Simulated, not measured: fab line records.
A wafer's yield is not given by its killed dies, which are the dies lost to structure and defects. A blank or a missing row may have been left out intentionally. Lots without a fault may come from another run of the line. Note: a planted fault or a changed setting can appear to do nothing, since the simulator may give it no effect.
fab line records -- flow rit-cmos
record: lots: 6, wafers: 18, last-day: 7
route steps=202 shown GATE@89 REOX@98 NLDD@103 PLDD@114 SPACER@125 M1@202
lots that met no fault: from a run of the same line without faults
start-h: hours from the record's opening day to when the first of the lot's shown wafers began -- wait-h: hours from the lot's prior step to this one -- " same as the row above -- L1.1+2: one row covering several wafers at once -- - value missing, or start not given -- * or withheld: withheld -- < > ~ a bound
route shown NAME@n: a module of which the file shows steps, and the number in the route of the first -- usual: mean/standard deviation of fault-free wafers -- same: alike in all rows -- chamber/n: place in a boat -- sites: per-site readings -- _std_site: standard deviation of those values -- _edge_site: mean of outer sites minus mean of inner sites -- radius-mm: for every site, how far away it sits from the centre of the wafer -- mask NAME#n: copy n -- behind: the last tool/chamber to shape the wafer -- hold: cause of the lot's hold/its duration in hours/its outcome -- device: which transistor (n, p or np) failed to switch -- end of line: the same wafers' tests at the end of the route -- step lacking rows: just its recipe -- killed: at the first sort, the dies lost to defects and structure; wafer yield is something else -- map: per-die view of a wafer (x killed, . not killed, _ where there is no die)
set.NAME: the setting as run; set.NAME@STEP: as run at that earlier step -- model.NAME: the simulator's own value behind a step, which no gauge read
certain route steps with their lots: each step a table, each wafer a row
services: a tool's chamber out of use, with start hour (start-h, from the record's first day; less than 0 if before it), hours out, and reason
== steps ==
step: RIT_GATE_EXPOSE_13
recipe: mask-id: M6, na: 0.6, source-shape: conventional, sigma-outer: 0.6, target-cd-nm: 150, dose-mj: 380
step: RIT_GATE_PEB_14
recipe: resist: NOVOLAK, temp-c: withheld, time-s: withheld
step: RIT_GATE_DEVELOP_15
recipe: resist: NOVOLAK, develop-time-s: 50, dev-temp-c: 23.5
step: RIT_GATE_CD_MEAS_16
recipe: target-cd-nm: 150
usual: cd-nm: 150.3/2.4
lot.wafer,tool,chamber,start-h,wait-h,cd-nm
L957.3,cd-sem-01,-,52.15,-,151.6
L957.4,cd-sem-01,-,52.15,-,148.1
L957.5,cd-sem-01,-,52.15,-,149.1
L962.2,cd-sem-01,-,76.09,-,148.0
L962.4,cd-sem-01,-,76.09,-,148.1
L962.5,cd-sem-01,-,76.09,-,146.5
L972.1,cd-sem-01,-,126.60,-,151.7
L972.3,cd-sem-01,-,126.60,-,150.4
L972.6,cd-sem-01,-,126.60,-,148.8
L974.2,cd-sem-02,-,138.76,-,153.2
L974.3,cd-sem-02,-,138.76,-,150.9
L974.5,cd-sem-02,-,138.76,-,150.0
L975.1,cd-sem-02,-,142.10,-,147.5
L975.5,cd-sem-02,-,142.10,-,147.5
L975.6,cd-sem-02,-,142.10,-,148.4
L977.1,cd-sem-01,-,154.51,-,146.1
L977.2,cd-sem-01,-,154.51,-,146.1
L977.5,cd-sem-01,-,154.51,-,146.8
step: RIT_GATE_OVL_MEAS_17
usual: GATE_OVL: 0.5/1.4
lot.wafer,tool,chamber,start-h,wait-h,GATE_OVL[nm]
L957.3,overlay-02,-,52.24,0.1,3.5
L957.4,overlay-02,-,52.24,0.1,2.5
L957.5,overlay-02,-,52.24,0.1,2.5
L962.2,overlay-01,-,76.19,0.1,-0.1
L962.4,overlay-01,-,76.19,0.1,-1.1
L962.5,overlay-01,-,76.19,0.1,-0.6
L972.1,overlay-01,-,126.72,0.1,0.4
L972.3,overlay-01,-,126.72,0.1,0.5
L972.6,overlay-01,-,126.72,0.1,-0.2
L974.2,overlay-02,-,138.87,0.1,-0.3
L974.3,overlay-02,-,138.87,0.1,-0.2
L974.5,overlay-02,-,138.87,0.1,0.1
L975.1,overlay-01,-,142.22,0.1,0.9
L975.5,overlay-01,-,142.22,0.1,0.2
L975.6,overlay-01,-,142.22,0.1,1.1
L977.1,overlay-02,-,154.63,0.1,-1.0
L977.2,overlay-02,-,154.63,0.1,-0.9
L977.5,overlay-02,-,154.63,0.1,-0.3
step: RIT_GATE_HARDBAKE_18
recipe: resist: NOVOLAK, temp-c: 140, time-s: 60
step: RIT_GATE_ETCH_19
recipe: chemistry: SF6/CHF3/O2, time-s: 165, SF6_flow_sccm: 30, CHF3_flow_sccm: 30, O2_flow_sccm: 5, target: poly-Si, pressure-mtorr: 40, rf-w: 160, target-depth-a: 3125, over-etch-frac: 0.25, stop-on: SiO2
usual: drypump-motor-current-A: 5.7/0.36, oes-product-au: 0.841/0.01, throttle-valve-pct: 10.27/0.15
lot.wafer,tool,chamber,start-h,wait-h,drypump-motor-current-A,oes-product-au,rf-hours-counter-h,throttle-valve-pct
L957.3,rie-si-02,3,52.42,0.1,5.8,0.840,72,10.11
L957.4,rie-si-02,2,52.42,0.1,5.9,0.831,1,10.18
L957.5,rie-si-02,3,52.42,0.1,5.8,0.837,-,10.10
L962.2,rie-si-01,2,76.45,0.1,5.4,0.845,153,10.13
L962.4,rie-si-01,3,76.45,0.1,6.0,0.833,1,10.53
L962.5,rie-si-01,3,76.45,0.1,6.0,0.838,-,10.54
L972.1,rie-si-01,1,126.90,0.1,6.3,0.861,6,10.24
L972.3,rie-si-01,3,126.90,0.1,6.0,0.849,2,10.55
L972.6,rie-si-01,0,126.90,0.1,5.7,0.840,-,10.41
L974.2,rie-si-01,0,139.05,0.1,5.7,0.837,53,10.42
L974.3,rie-si-01,3,139.05,0.1,6.0,0.829,2,10.55
L974.5,rie-si-01,1,139.05,0.1,6.3,0.843,-,10.27
L975.1,rie-si-02,0,142.41,0.1,5.0,0.835,93,10.25
L975.5,rie-si-02,0,142.41,0.1,5.0,0.838,-,10.24
L975.6,rie-si-02,1,142.41,0.1,5.7,0.853,-,10.15
L977.1,rie-si-02,1,154.98,0.1,5.7,0.835,4,10.18
L977.2,rie-si-02,0,154.98,0.1,5.0,0.836,93,10.28
L977.5,rie-si-02,2,154.98,0.1,5.9,0.839,-,10.18
step: RIT_GATE_STRIP_20
recipe: chemistry: O2, time-s: 180, resist: NOVOLAK, platen-temp-c: withheld, power-w: 500, pressure-mtorr: 4000, o2-flow-sccm: 4000
usual: drypump-motor-current-A: 5.7/0.34
lot.wafer,tool,chamber,start-h,wait-h,drypump-motor-current-A,rf-hours-counter-h
L957.3,plasma-asher-01,1,52.58,0.1,5.7,-
L957.4,plasma-asher-01,0,52.58,0.1,6.2,-
L957.5,plasma-asher-01,1,52.58,0.1,5.8,-
L962.2,plasma-asher-02,0,76.56,0.1,5.6,35
L962.4,plasma-asher-02,1,76.56,0.1,5.5,-
L962.5,plasma-asher-02,1,76.56,0.1,5.5,-
L972.1,plasma-asher-02,1,127.01,0.1,5.5,1
L972.3,plasma-asher-02,1,127.01,0.1,5.5,-
L972.6,plasma-asher-02,1,127.01,0.1,5.5,-
L974.2,plasma-asher-01,1,139.16,0.1,5.8,38
L974.3,plasma-asher-01,1,139.16,0.1,5.8,-
L974.5,plasma-asher-01,0,139.16,0.1,6.2,-
L975.1,plasma-asher-02,1,142.52,0.1,5.5,3
L975.5,plasma-asher-02,0,142.52,0.1,5.6,-
L975.6,plasma-asher-02,1,142.52,0.1,5.5,-
L977.1,plasma-asher-01,1,155.08,0.1,5.8,39
L977.2,plasma-asher-01,0,155.08,0.1,6.2,39
L977.5,plasma-asher-01,0,155.08,0.1,6.2,-
step: RIT_GATE_CD_MEAS_90
recipe: target-cd-nm: 150
usual: cd-nm: 150.2/2.4
lot.wafer,tool,chamber,start-h,wait-h,cd-nm
L957.3,cd-sem-02,-,52.74,0.1,151.4
L957.4,cd-sem-02,-,52.74,0.1,147.6
L957.5,cd-sem-02,-,52.74,0.1,149.2
L962.2,cd-sem-01,-,76.75,0.1,148.0
L962.4,cd-sem-01,-,76.75,0.1,147.8
L962.5,cd-sem-01,-,76.75,0.1,146.8
L972.1,cd-sem-01,-,127.19,0.1,151.5
L972.3,cd-sem-01,-,127.19,0.1,150.6
L972.6,cd-sem-01,-,127.19,0.1,149.1
L974.2,cd-sem-01,-,139.35,0.1,153.3
L974.3,cd-sem-01,-,139.35,0.1,151.0
L974.5,cd-sem-01,-,139.35,0.1,149.9
L975.1,cd-sem-01,-,142.69,0.1,147.3
L975.5,cd-sem-01,-,142.69,0.1,147.1
L975.6,cd-sem-01,-,142.69,0.1,148.6
L977.1,cd-sem-02,-,155.26,0.1,145.8
L977.2,cd-sem-02,-,155.26,0.1,146.0
L977.5,cd-sem-02,-,155.26,0.1,146.5
step: RIT_REOX_CLEAN_00
recipe: chemistry: SC1, mix: 3:3:50, time-s: 600, temp-c: 75
step: RIT_REOX_CLEAN_01
recipe: chemistry: dHF, dilution: 50:1, time-s: 30
step: RIT_REOX_CLEAN_02
recipe: chemistry: SC2, mix: 3:3:50, time-s: 600, temp-c: 75, dry: n2-spin
step: RIT_REOX_OXIDATION_03
recipe: temp-c: 900, ambient: O2, target-thk-a: 252, ox-time-s: 5580
usual: ox-temp-c: 900.0/0.42, ox-time-s: 5580/0, zone-power-source-pct: 28.0/0.65
lot.wafer,tool,chamber,start-h,wait-h,ox-temp-c,ox-time-s,zone-power-source-pct,model.SiO2_of_REOX_OXIDATION_03.thk-nm
L957.3,furnace-03,0,53.20,0.0,899.9,6696,28.0,28.41
L957.4,furnace-03,0,53.20,0.0,900.6,6696,28.3,28.76
L957.5,furnace-03,0,53.20,0.0,899.8,6696,27.7,28.73
L962.2,furnace-03,0,77.22,0.0,899.5,6696,27.7,29.09
L962.4,furnace-03,0,77.22,0.0,899.3,6696,27.8,29.21
L962.5,furnace-03,0,77.22,0.0,900.6,6696,28.1,29.1
L972.1,furnace-01,0,128.45,0.8,899.8,5580,27.1,24.96
L972.3,furnace-01,0,128.45,0.8,900.3,5580,27.4,24.73
L972.6,furnace-01,0,128.45,0.8,899.4,5580,27.5,24.67
L974.2,furnace-03,0,140.12,0.3,899.1,5580,27.6,26.31
L974.3,furnace-03,0,140.12,0.3,899.7,5580,28.0,26.29
L974.5,furnace-03,0,140.12,0.3,900.0,5580,27.9,25.95
L975.1,furnace-04,0,144.66,1.5,900.1,5580,28.9,25.93
L975.5,furnace-04,0,144.66,1.5,900.8,5580,28.4,25.88
L975.6,furnace-04,0,144.66,1.5,900.7,5580,28.5,26.05
L977.1,furnace-04,0,157.05,1.3,900.0,5580,29.2,24.78
L977.2,furnace-04,0,157.05,1.3,900.0,5580,29.1,24.47
L977.5,furnace-04,0,157.05,1.3,900.7,5580,28.6,25
step: RIT_REOX_THK_MEAS_04
recipe: reads: SiO2_of_REOX_OXIDATION_03
usual: REOX_OXIDE_THK: 25.4/0.5
lot.wafer,tool,chamber,start-h,wait-h,REOX_OXIDE_THK[nm]
L957.3,film-metro-02,-,55.77,0.0,28.4
L957.4,film-metro-02,-,55.77,0.0,28.8
L957.5,film-metro-02,-,55.77,0.0,28.7
L962.2,film-metro-02,-,79.78,0.0,29.1
L962.4,film-metro-02,-,79.78,0.0,29.2
L962.5,film-metro-02,-,79.78,0.0,29.1
L972.1,film-metro-01,-,131.00,0.0,24.9
L972.3,film-metro-01,-,131.00,0.0,24.7
L972.6,film-metro-01,-,131.00,0.0,24.7
L974.2,film-metro-01,-,142.68,0.0,26.3
L974.3,film-metro-01,-,142.68,0.0,26.3
L974.5,film-metro-01,-,142.68,0.0,25.9
L975.1,film-metro-02,-,147.21,0.0,26.0
L975.5,film-metro-02,-,147.21,0.0,25.9
L975.6,film-metro-02,-,147.21,0.0,26.1
L977.1,film-metro-01,-,159.60,0.0,24.8
L977.2,film-metro-01,-,159.60,0.0,24.4
L977.5,film-metro-01,-,159.60,0.0,25.0
step: RIT_NLDD_HMDS_00
recipe: prime-time-s: 60, prime-temp-c: 140
step: RIT_NLDD_COAT_01
recipe: resist: NOVOLAK, spin-rpm: 3250, resist-thk-nm: 1000
step: RIT_NLDD_SOFTBAKE_02
recipe: resist: NOVOLAK, temp-c: 90, time-s: 60
step: RIT_NLDD_EXPOSE_03
recipe: mask-id: M7, na: 0.57, target-cd-nm: 40700, dose-mj: 250
step: RIT_NLDD_PEB_04
recipe: resist: NOVOLAK, temp-c: withheld, time-s: withheld
step: RIT_NLDD_DEVELOP_05
recipe: resist: NOVOLAK, develop-time-s: 50, dev-temp-c: 23
step: RIT_NLDD_OVL_MEAS_06
usual: NLDD_OVL: 1.4/1.3
lot.wafer,tool,chamber,start-h,wait-h,NLDD_OVL[nm]
L957.3,overlay-02,-,56.81,-,0.4
L957.4,overlay-02,-,56.81,-,0.0
L957.5,overlay-02,-,56.81,-,-0.5
L962.2,overlay-02,-,80.84,-,1.9
L962.4,overlay-02,-,80.84,-,2.2
L962.5,overlay-02,-,80.84,-,2.4
L972.1,overlay-02,-,132.03,-,-0.9
L972.3,overlay-02,-,132.03,-,0.6
L972.6,overlay-02,-,132.03,-,-0.7
L974.2,overlay-02,-,143.71,-,1.9
L974.3,overlay-02,-,143.71,-,2.3
L974.5,overlay-02,-,143.71,-,2.4
L975.1,overlay-02,-,148.24,-,1.1
L975.5,overlay-02,-,148.24,-,1.6
L975.6,overlay-02,-,148.24,-,2.2
L977.1,overlay-01,-,160.51,-,1.5
L977.2,overlay-01,-,160.51,-,1.3
L977.5,overlay-01,-,160.51,-,1.1
step: RIT_NLDD_HARDBAKE_07
recipe: resist: NOVOLAK, temp-c: 140, time-s: 60
step: RIT_NLDD_IMPLANT_08
recipe: species: P, energy-kev: 20, dose-cm2: 5e+14, tilt-deg: 7
step: RIT_NLDD_STRIP_09
recipe: chemistry: O2, time-s: 180, resist: NOVOLAK, platen-temp-c: withheld, power-w: 500, pressure-mtorr: 4000, o2-flow-sccm: 4000
usual: drypump-motor-current-A: 5.47/0.28
lot.wafer,tool,chamber,start-h,wait-h,drypump-motor-current-A,rf-hours-counter-h
L957.3,plasma-asher-02,1,57.20,0.1,5.53,-
L957.4,plasma-asher-02,0,57.20,0.1,5.65,-
L957.5,plasma-asher-02,1,57.20,0.1,5.53,-
L962.2,plasma-asher-03,0,81.17,0.1,5.96,47
L962.4,plasma-asher-03,1,81.17,0.1,5.46,-
L962.5,plasma-asher-03,0,81.17,0.1,5.97,-
L972.1,plasma-asher-02,1,132.36,0.1,5.53,2
L972.3,plasma-asher-02,1,132.36,0.1,5.52,-
L972.6,plasma-asher-02,1,132.36,0.1,5.55,-
L974.2,plasma-asher-02,1,144.04,0.1,5.56,3
L974.3,plasma-asher-02,0,144.04,0.1,5.66,-
L974.5,plasma-asher-02,1,144.04,0.1,5.57,-
L975.1,plasma-asher-02,1,148.58,0.1,5.53,3
L975.5,plasma-asher-02,1,148.58,0.1,5.56,-
L975.6,plasma-asher-02,0,148.58,0.1,5.60,-
L977.1,plasma-asher-04,1,160.85,0.1,5.05,58
L977.2,plasma-asher-04,0,160.85,0.1,5.43,58
L977.5,plasma-asher-04,1,160.85,0.1,5.02,-
step: RIT_NLDD_TW_MEAS_10
usual: NLDD_TW: 2470/12
lot.wafer,tool,chamber,start-h,wait-h,NLDD_TW
L957.3,film-metro-04,-,57.33,0.1,2472
L957.4,film-metro-04,-,57.33,0.1,2477
L957.5,film-metro-04,-,57.33,0.1,2468
L962.2,film-metro-04,-,81.36,0.1,2462
L962.4,film-metro-04,-,81.36,0.1,2455
L962.5,film-metro-04,-,81.36,0.1,2453
L972.1,film-metro-03,-,132.54,0.1,2471
L972.3,film-metro-03,-,132.54,0.1,2482
L972.6,film-metro-03,-,132.54,0.1,2465
L974.2,film-metro-03,-,144.22,0.1,2492
L974.3,film-metro-03,-,144.22,0.1,2483
L974.5,film-metro-03,-,144.22,0.1,2491
L975.1,film-metro-03,-,148.76,0.1,2495
L975.5,film-metro-03,-,148.76,0.1,2480
L975.6,film-metro-03,-,148.76,0.1,2486
L977.1,film-metro-04,-,161.02,0.1,2469
L977.2,film-metro-04,-,161.02,0.1,2470
L977.5,film-metro-04,-,161.02,0.1,2472
step: RIT_PLDD_HMDS_00
recipe: prime-time-s: 60, prime-temp-c: 140
step: RIT_PLDD_COAT_01
recipe: resist: NOVOLAK, spin-rpm: 3250, resist-thk-nm: 1013
step: RIT_PLDD_SOFTBAKE_02
recipe: resist: NOVOLAK, temp-c: 90, time-s: 60
step: RIT_PLDD_EXPOSE_03
recipe: mask-id: M8, na: 0.57, target-cd-nm: 40900, dose-mj: 250
step: RIT_PLDD_PEB_04
recipe: resist: NOVOLAK, temp-c: withheld, time-s: withheld
step: RIT_PLDD_DEVELOP_05
recipe: resist: NOVOLAK, develop-time-s: 50, dev-temp-c: 23
step: RIT_PLDD_OVL_MEAS_06
usual: PLDD_OVL: -0.7/1.4
lot.wafer,tool,chamber,start-h,wait-h,PLDD_OVL[nm]
L957.3,overlay-01,-,58.36,-,-2.5
L957.4,overlay-01,-,58.36,-,-3.5
L957.5,overlay-01,-,58.36,-,-3.5
L962.2,overlay-02,-,82.26,-,0.4
L962.4,overlay-02,-,82.26,-,-1.9
L962.5,overlay-02,-,82.26,-,-2.0
L972.1,overlay-02,-,133.57,-,1.8
L972.3,overlay-02,-,133.57,-,0.9
L972.6,overlay-02,-,133.57,-,1.5
L974.2,overlay-02,-,145.29,-,-1.0
L974.3,overlay-02,-,145.29,-,-0.8
L974.5,overlay-02,-,145.29,-,-2.2
L975.1,overlay-02,-,149.79,-,1.6
L975.5,overlay-02,-,149.79,-,1.7
L975.6,overlay-02,-,149.79,-,1.0
L977.1,overlay-02,-,162.06,-,-1.4
L977.2,overlay-02,-,162.06,-,-2.2
L977.5,overlay-02,-,162.06,-,-2.0
step: RIT_PLDD_HARDBAKE_07
recipe: resist: NOVOLAK, temp-c: 140, time-s: 60
step: RIT_PLDD_IMPLANT_08
recipe: species: BF2, energy-kev: 20, dose-cm2: 9e+14, tilt-deg: 7
step: RIT_PLDD_STRIP_09
recipe: chemistry: O2, time-s: 180, resist: NOVOLAK, platen-temp-c: withheld, power-w: 500, pressure-mtorr: 4000, o2-flow-sccm: 4000
usual: drypump-motor-current-A: 5.70/0.22
lot.wafer,tool,chamber,start-h,wait-h,drypump-motor-current-A,rf-hours-counter-h
L957.3,plasma-asher-02,0,58.86,0.1,5.60,-
L957.4,plasma-asher-02,1,58.86,0.1,5.54,-
L957.5,plasma-asher-02,0,58.86,0.1,5.58,-
L962.2,plasma-asher-01,1,82.74,0.1,5.76,31
L962.4,plasma-asher-01,0,82.74,0.1,6.16,-
L962.5,plasma-asher-01,0,82.74,0.1,6.16,-
L972.1,plasma-asher-02,1,133.91,0.1,5.52,2
L972.3,plasma-asher-02,1,133.91,0.1,5.54,-
L972.6,plasma-asher-02,0,133.91,0.1,5.62,-
L974.2,plasma-asher-03,1,145.62,0.1,5.43,50
L974.3,plasma-asher-03,0,145.62,0.1,5.98,-
L974.5,plasma-asher-03,1,145.62,0.1,5.47,-
L975.1,plasma-asher-02,1,150.13,0.1,5.55,3
L975.5,plasma-asher-02,1,150.13,0.1,5.55,-
L975.6,plasma-asher-02,0,150.13,0.1,5.62,-
L977.1,plasma-asher-02,1,162.40,0.1,5.55,5
L977.2,plasma-asher-02,0,162.40,0.1,5.61,5
L977.5,plasma-asher-02,1,162.40,0.1,5.55,-
step: RIT_PLDD_TW_MEAS_10
usual: PLDD_TW: 2330/12
lot.wafer,tool,chamber,start-h,wait-h,PLDD_TW
L957.3,film-metro-02,-,59.00,0.1,2332
L957.4,film-metro-02,-,59.00,0.1,2313
L957.5,film-metro-02,-,59.00,0.1,2328
L962.2,film-metro-03,-,82.93,0.1,2351
L962.4,film-metro-03,-,82.93,0.1,2343
L962.5,film-metro-03,-,82.93,0.1,2344
L972.1,film-metro-03,-,134.08,0.1,2332
L972.3,film-metro-03,-,134.08,0.1,2331
L972.6,film-metro-03,-,134.08,0.1,2345
L974.2,film-metro-04,-,145.80,0.1,2319
L974.3,film-metro-04,-,145.80,0.1,2321
L974.5,film-metro-04,-,145.80,0.1,2336
L975.1,film-metro-03,-,150.30,0.1,2336
L975.5,film-metro-03,-,150.30,0.1,2342
L975.6,film-metro-03,-,150.30,0.1,2344
L977.1,film-metro-02,-,162.57,0.1,2304
L977.2,film-metro-02,-,162.57,0.1,2315
L977.5,film-metro-02,-,162.57,0.1,2327
step: RIT_SPACER_CLEAN_00
recipe: chemistry: SC1, mix: 3:3:50, time-s: 600, temp-c: 75
lot.wafer,tool,chamber,start-h,wait-h,model.SiO2_of_REOX_OXIDATION_03.thk-nm
L957.3,wet-bench-03,3,59.04,0.0,26.24
L957.4,wet-bench-03,3,59.04,0.0,26.55
L957.5,wet-bench-03,3,59.04,0.0,26.54
L962.2,wet-bench-02,2,82.98,0.0,26.81
L962.4,wet-bench-02,2,82.98,0.0,26.92
L962.5,wet-bench-02,2,82.98,0.0,26.82
L972.1,wet-bench-02,3,134.14,0.1,23.04
L972.3,wet-bench-02,3,134.14,0.1,22.83
L972.6,wet-bench-02,3,134.14,0.1,22.79
L974.2,wet-bench-03,0,145.85,0.0,24.27
L974.3,wet-bench-03,0,145.85,0.0,24.23
L974.5,wet-bench-03,0,145.85,0.0,23.92
L975.1,wet-bench-03,1,150.36,0.1,23.91
L975.5,wet-bench-03,1,150.36,0.1,23.85
L975.6,wet-bench-03,1,150.36,0.1,24.02
L977.1,wet-bench-02,1,162.63,0.1,22.86
L977.2,wet-bench-02,1,162.63,0.1,22.56
L977.5,wet-bench-02,1,162.63,0.1,23.05
step: RIT_SPACER_CLEAN_01
recipe: chemistry: dHF, dilution: 50:1, time-s: 30
step: RIT_M1_PROBE_99
usual: killed-at-contacts: 0.1/0.24, killed-at-front-end: 7/3, killed-dies: 7/3, killed-on-rim: 1.9/1.4, killed-open: 3.2/1.8, killed-short: 3.5/2.1
same: gross-dies: 264, killed_at_M0_to_M3: 0, killed_at_M4_up: 0, killed-at-back-side: 0, killed-at-other: 0
lot.wafer,tool,chamber,start-h,wait-h,killed-at-contacts,killed-at-front-end,killed-dies,killed-on-rim,killed-open,killed-short,model.etest.pmos-turned.r-on-ohm-um,model.etest.pmos_0p3.r-on-ohm-um,model.etest.pmos_0p15.r-on-ohm-um,model.etest.pldd.rs-ohm-sq,model.etest.nmos_0p3.r-on-ohm-um,model.etest.nmos_0p15.r-on-ohm-um,model.etest.nmos-turned.drive-ua-um,model.etest.nldd.rs-ohm-sq
L957.3,prober-02,-,73.06,0.2,0,4,4,1,1,3,4140,6488,3120,725.1,2174,1221,260.7,442.1
L957.4,prober-02,-,73.11,0.2,0,7,7,3,5,2,4118,6361,3057,761.5,2173,1199,258.2,452.5
L957.5,prober-02,-,73.16,0.2,1,5,6,0,1,5,4157,6474,3055,746.9,2169,1205,253.1,450.5
L962.2,prober-02,-,96.69,0.1,0,6,6,1,4,2,4105,6346,3001,741.8,2204,1247,232.3,487
L962.4,prober-02,-,96.79,0.2,0,5,5,1,1,4,4118,6299,3032,753.4,2190,1241,230.9,487.6
L962.5,prober-02,-,96.84,0.2,0,8,8,1,4,4,4052,6277,2984,745.2,2191,1246,233.6,484.3
L972.1,prober-02,-,147.86,0.1,0,3,3,0,1,2,3374,5888,2674,503.2,2083,1114,323.2,384.3
L972.3,prober-02,-,147.96,0.2,0,10,10,3,7,3,3354,5899,2667,491.2,2079,1127,331,375.3
L972.6,prober-02,-,148.11,0.2,0,9,9,3,6,3,3307,5925,2619,491.1,2078,1109,335.3,377.1
L974.2,prober-02,-,159.52,0.1,0,5,5,0,3,2,3649,6297,2912,560.5,2180,1206,305.2,392.4
L974.3,prober-02,-,159.57,0.2,0,7,7,2,5,2,3595,6195,2881,558.2,2162,1185,315.2,389.3
L974.5,prober-02,-,159.67,0.2,0,7,7,4,2,5,3494,6178,2812,539.9,2141,1180,321.7,384.8
L975.1,prober-01,-,163.72,0.1,0,6,6,0,3,3,3428,6062,2706,540.5,2110,1110,323.1,384.7
L975.5,prober-01,-,163.92,0.2,0,4,4,0,2,2,3400,5943,2652,540.1,2090,1102,322.9,382.3
L975.6,prober-01,-,163.97,0.2,0,5,5,5,2,3,3415,5869,2656,557,2070,1083,319.2,384.6
L977.1,prober-01,-,177.69,0.1,0,3,3,2,2,1,3198,5993,2551,488.3,2056,1071,352.7,380.2
L977.2,prober-01,-,177.74,0.1,0,3,3,1,0,3,3181,5961,2563,472.7,2058,1061,351.3,372.6
L977.5,prober-01,-,177.89,0.2,0,7,7,1,3,4,3174,5913,2556,497.1,2046,1074,347.2,384.8
killed by level:class
L957.3 GATE:geometric-particle:short=1 REOX:geometric-particle:short=1 SPACER:geometric-particle:short=1 SILICIDE:geometric-particle:open=1
L957.4 REOX:geometric-particle:open=2 FOX1:geometric-particle:open=1 FOX1:geometric-particle:short=1 GATE:geometric-particle:open=1 SILICIDE:geometric-particle:short=1 SILICIDE:geometric-particle:open=1
L957.5 REOX:geometric-particle:short=2 GATE:geometric-particle:short=1 SILICIDE:geometric-particle:short=1 SILICIDE:geometric-particle:open=1 CONTACT:geometric-particle:short=1
L962.2 SILICIDE:geometric-particle:open=2 FOX1:geometric-particle:short=1 FOX1:geometric-particle:open=1 GATE:geometric-particle:short=1 GATE:geometric-particle:open=1
L962.4 GATE:geometric-particle:short=2 SILICIDE:geometric-particle:short=2 GATE:geometric-particle:open=1
L962.5 GATE:geometric-particle:short=3 FOX1:geometric-particle:open=1 FOX2:geometric-particle:open=1 GATE:geometric-particle:open=1 SPACER:geometric-particle:open=1 SILICIDE:geometric-particle:short=1
L972.1 FOX1:geometric-particle:open=1 GATE:geometric-particle:short=1 SILICIDE:geometric-particle:short=1
L972.3 GATE:geometric-particle:open=4 FOX2:geometric-particle:open=3 GATE:geometric-particle:short=2 SILICIDE:geometric-particle:short=1
L972.6 FOX1:geometric-particle:open=2 FOX2:geometric-particle:open=2 GATE:geometric-particle:open=2 FOX1:geometric-particle:short=1 FOX2:geometric-particle:short=1 SPACER:geometric-particle:short=1
L974.2 GATE:geometric-particle:open=1 SPACER:geometric-particle:short=1 SPACER:geometric-particle:open=1 SILICIDE:geometric-particle:open=1 SILICIDE:geometric-particle:short=1
L974.3 FOX2:geometric-particle:open=3 FOX1:geometric-particle:open=2 GATE:geometric-particle:short=2
L974.5 GATE:geometric-particle:short=2 SILICIDE:geometric-particle:short=2 FOX2:geometric-particle:open=1 FOX2:geometric-particle:short=1 SPACER:geometric-particle:open=1
L975.1 GATE:geometric-particle:open=2 FOX2:geometric-particle:open=1 FOX2:geometric-particle:short=1 GATE:geometric-particle:short=1 REOX:geometric-particle:short=1
L975.5 FOX1:geometric-particle:short=1 FOX2:geometric-particle:open=1 GATE:geometric-particle:short=1 REOX:geometric-particle:open=1
L975.6 FOX1:geometric-particle:open=2 SPACER:geometric-particle:short=2 FOX1:geometric-particle:short=1
L977.1 REOX:geometric-particle:open=2 GATE:geometric-particle:short=1
L977.2 SPACER:geometric-particle:short=2 FOX2:geometric-particle:short=1
L977.5 FOX1:geometric-particle:open=3 GATE:geometric-particle:short=1 REOX:geometric-particle:short=1 SPACER:geometric-particle:short=1 SILICIDE:geometric-particle:short=1
== services ==
tool,chamber,start-h,hours,kind
rie-si-01,1,44.13,4.1,repair
rie-si-02,-,56.12,0.7,repair
plasma-asher-03,-,60.21,2.8,pm
plasma-asher-03,-,81.50,28.1,pm
rie-si-02,-,84.38,14.6,pm
rie-si-01,2,98.30,-,clean
rie-si-01,2,98.30,20.1,scheduled-down
rie-si-01,2,98.30,20.1,vent-cycle
plasma-asher-02,-,108.75,9.0,pm
plasma-asher-02,0,108.75,9.0,vent-cycle
plasma-asher-02,1,108.75,9.0,vent-cycle
plasma-asher-02,0,117.75,-,clean
plasma-asher-02,1,117.75,-,clean
rie-si-01,-,121.14,1.0,repair
plasma-asher-03,-,131.59,9.1,repair
wet-bench-02,-,136.28,1.9,repair
== key ==
first-sign: step: RIT_REOX_OXIDATION_03, reading: ox-time-s, direction: up, sigmas: 99+, usual: *, struck: *
effect: step: RIT_REOX_THK_MEAS_04, reading: REOX_OXIDE_THK, direction: up, sigmas: 7, usual: 25.4, struck: 28.9
model-effect: step: RIT_REOX_OXIDATION_03, value: SiO2_of_REOX_OXIDATION_03.thk-nm, without: 25.64, struck: 28.88
model-effect: step: RIT_SPACER_CLEAN_00, value: SiO2_of_REOX_OXIDATION_03.thk-nm, without: 23.66, struck: 26.65
model-effect: step: RIT_M1_PROBE_99, value: etest.pmos-turned.r-on-ohm-um, without: 3340, struck: 4115
met-at RIT_REOX_OXIDATION_03
struck-wafers L957.3,L957.4,L957.5,L962.2,L962.4,L962.5
tester-left-out L957,L962
fault: kind: process-parameter-drift, tool: furnace-03, chamber: -, onset-h: 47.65, steps: RIT_REOX_OXIDATION_03, channel: ox-time-s, offset: *, shape: step, end-h: 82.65, acts-in: *, stated: *
tester-left-out: of these lots the tester's yield and bins aren't shown, on N5 and GAA mostly nor the transistor test; their killed dies are dies lost to structure and defects alone, not to doping, threshold or leakage, so they don't give the yield
